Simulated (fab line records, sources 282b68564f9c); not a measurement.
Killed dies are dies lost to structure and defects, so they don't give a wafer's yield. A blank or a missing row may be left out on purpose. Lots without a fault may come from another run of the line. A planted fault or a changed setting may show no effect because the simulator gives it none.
Split-lot experiment | flow rit_cmos | 5 lots, 23 wafers read, on a route of 202 steps

THE SPLIT
At RIT_PSD_IMPLANT_08, the setting energy_kev was moved away from the recipe's 27 on 7 of the 23 wafers read, by +1.9% to +4.2%. The other wafers ran this setting at the recipe's value.

FROM THE SPLIT TO THE READING: what the file shows between them, 3 steps
- RIT_PSD_STRIP_09: strips in O2, time 180 s
- RIT_SDANNEAL_CLEAN_02: cleans in SC2, time 600 s
- RIT_SDANNEAL_RTA_03: time 5 s

THE READING
PSD_RS, in ohm/sq, at RIT_SDANNEAL_RS_MEAS_04 (measures by four-point-probe). Fault-free wafers of this fab line usually give 115.86 ohm/sq, standard deviation 0.25 ohm/sq.

wafer  | tool, chamber at the split | energy_kev as run | against the recipe | PSD_RS, ohm/sq | against lot-mates on the recipe
L074.1 | implanter-04, 0            | 27                | recipe             | 115.53         | -
L074.2 | implanter-04, 0            | 27                | recipe             | 115.74         | -
L074.3 | implanter-04, 0            | 27                | recipe             | 115.67         | -
L074.5 | implanter-04, 0            | 27                | recipe             | 115.38         | -
L074.6 | implanter-04, 0            | 27                | recipe             | 115.55         | -
L076.1 | implanter-03, 0            | 27                | recipe             | 115.85         | -
L076.2 | implanter-03, 0            | 27                | recipe             | 115.60         | -
L076.3 | implanter-03, 0            | 27                | recipe             | 115.88         | -
L076.5 | implanter-03, 0            | 28.13             | +4.2%              | 113.43         | -2.35
L076.6 | implanter-03, 0            | 28.13             | +4.2%              | 113.59         | -2.19
L077.2 | implanter-03, 0            | 27                | recipe             | 115.82         | -
L077.4 | implanter-03, 0            | 27                | recipe             | 115.67         | -
L077.5 | implanter-03, 0            | 27                | recipe             | 116.00         | -
L079.2 | implanter-01, 0            | 28                | +3.7%              | 114.02         | -2.02
L079.3 | implanter-01, 0            | 27                | recipe             | 116.01         | -
L079.4 | implanter-01, 0            | 27                | recipe             | 116.09         | -
L079.5 | implanter-01, 0            | 28                | +3.7%              | 114.24         | -1.80
L079.6 | implanter-01, 0            | 27                | recipe             | 116.01         | -
L083.1 | implanter-01, 0            | 27                | recipe             | 115.57         | -
L083.2 | implanter-01, 0            | 27.5              | +1.9%              | 114.70         | -1.16
L083.3 | implanter-01, 0            | 27.5              | +1.9%              | 115.12         | -0.74
L083.4 | implanter-01, 0            | 27.5              | +1.9%              | 114.94         | -0.92
L083.6 | implanter-01, 0            | 27                | recipe             | 116.15         | -

THE FIT
A straight line over all 23 wafers: PSD_RS changes by -0.498 ohm/sq for each +1% of energy_kev; r = -0.96; the points scatter about the line by 0.22 ohm/sq.
The same after taking each lot's own level away (the mean of its wafers on the recipe; 23 wafers): -0.528 ohm/sq for each +1%; r = -0.98; scatter 0.15 ohm/sq.
On that fit, the largest move of energy_kev shifts the reading by 2.2 ohm/sq.
The lots' own levels span 115.574 to 116.037 ohm/sq, that is 1.9 times the standard deviation above.
So the lot-to-lot level changes the slope little: the two slopes agree.
Check: with one of the wafers moved furthest among these (+4.2%) left out of the fit, the line predicts -2.16 ohm/sq for it against its lot-mates. It came out at -2.35 ohm/sq against them.

OTHER SPLITS ON THESE WAFERS
These wafers also went through other splits before the reading. Each is held against what the fit with the lots' levels taken away leaves over:
other split on the same wafers     | wafers away from the commonest value | r with PSD_RS (lot level and that fit taken away)
RIT_GATE_DEVELOP_15 develop_time_s | 8                                    | +0.01
RIT_REOX_OXIDATION_03 ox_time_s    | 15                                   | +0.03
RIT_NLDD_IMPLANT_08 dose_cm2       | 8                                    | -0.02
RIT_PLDD_DEVELOP_05 dev_temp_c     | 9                                    | -0.11
RIT_NSD_IMPLANT_08 energy_kev      | 9                                    | +0.08

THE WHOLE CHAIN: every reading that the file lists as answering this split, in the file's order
step                    | what it does                 | reading                                                         | change (the file's fit)                | r (the file's)
RIT_PSD_IMPLANT_08      |                              | implant.drp_nm (the simulator's own value, which no gauge read) | +0.0843 nm for each +1% of the setting | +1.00
RIT_SDANNEAL_RS_MEAS_04 | measures by four-point-probe | PSD_RS                                                          | -0.529 for each +1% of the setting     | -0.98

THE FILE'S OWN FIT
PSD_RS changes by -0.529 ohm/sq for each +1% of energy_kev, r = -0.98.
